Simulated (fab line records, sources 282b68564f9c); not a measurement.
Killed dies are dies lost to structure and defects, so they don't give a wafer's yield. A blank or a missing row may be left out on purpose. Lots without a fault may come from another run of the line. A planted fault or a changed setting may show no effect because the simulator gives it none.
Problem report in the 8D (eight disciplines) form, filled by code | flow rit_cmos | the parts of the form that need people (team, actions taken, sign-off) are left out

1. THE PROBLEM
killed_at_front_end at RIT_M1_PROBE_99 reads a mean of 30 on 2 wafers of 1 lot; wafers without a fault read 7 with a standard deviation of 3.4. That is +6.8 standard deviations from the usual mean.
First seen on wafer L603.2, day 5 22:47, on prober-02. The record holds 6 wafers of 2 lots with a number at this step. Rule for "out", or "out of limits": more than 4 standard deviations from the usual mean. The other wafers with a number count as sound.

2. WHAT IT IS AND WHAT IT IS NOT
question                    | is                                              | is not
which readings at this step | killed_at_front_end, killed_dies, killed_on_rim | killed_at_contacts, killed_open, killed_short
which lots                  | L603                                            | L613
which wafers of those lots  | L603.2, L603.6                                  | L603.1
read on which tools         | prober-02                                       | prober-01
when                        | from day 5 22:47                                | up to then (1 sound wafer); but 3 sound wafers of L613 came after

3. SUSPECTS, AND WHAT RULES EACH OUT
Counting: a tool at a process step up to the reading stays a suspect if it ran every lot that is out. Sound lots after the first of them don't rule it out here, since some wafers of a struck lot are sound.
- plasma_asher-01 at RIT_PLDD_STRIP_09 (strips in O2, time 180 s): kept. It ran the lot that is out, L603 (day 5 04:26).
- prober-02 at RIT_M1_PROBE_99: kept. It ran the lot that is out, L603 (day 5 22:44). Its own readings are out on those wafers: killed_at_front_end, killed_dies, killed_on_rim.
- Within plasma_asher-01 at RIT_PLDD_STRIP_09: the wafers that are out ran in chamber 1; their sound lot-mates ran in chamber 0.
Left after counting: plasma_asher-01 at RIT_PLDD_STRIP_09, prober-02 at RIT_M1_PROBE_99.

4. THE CAUSE (what the simulator had put in)
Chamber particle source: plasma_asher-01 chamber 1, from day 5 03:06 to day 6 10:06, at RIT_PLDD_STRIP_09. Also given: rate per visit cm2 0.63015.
Counting left 2 suspects, and this tool is among them.

5. THE CHAIN OF EFFECTS, in route order
Each row: a reading whose mean over the struck wafers that have a number lies more than 3 standard deviations from the usual. Only readings for which the record gives a usual standard deviation are gone through. hours: the time from each lot's start at the first step in this table that gives one to its start at this step, as a median over the lots. sigmas: the change in usual standard deviations.
hours | step            | reading             | usual | on struck wafers | change | sigmas
0     | RIT_M1_PROBE_99 | killed_at_front_end | 7     | 30               | +23    | +6.8
0     | RIT_M1_PROBE_99 | killed_dies         | 7     | 30               | +23    | +6.8
0     | RIT_M1_PROBE_99 | killed_on_rim       | 1.9   | 8.5              | +6.6   | +4.7
The process steps in it:
- RIT_M1_PROBE_99

6. WHAT WOULD HAVE CAUGHT IT SOONER
In this record the first reading out of limits was taken at day 5 22:47, 20 hours after the fault began at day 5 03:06.
Of the tool readings at RIT_PLDD_STRIP_09 for which the record gives a usual standard deviation, none was out on any struck wafer, so an alarm limit of 4 standard deviations on them would not have fired.
All the lots that are out (1) had begun RIT_PLDD_STRIP_09 on plasma_asher-01 by day 5 22:47. A hold on the tool at that time would have spared none of them.
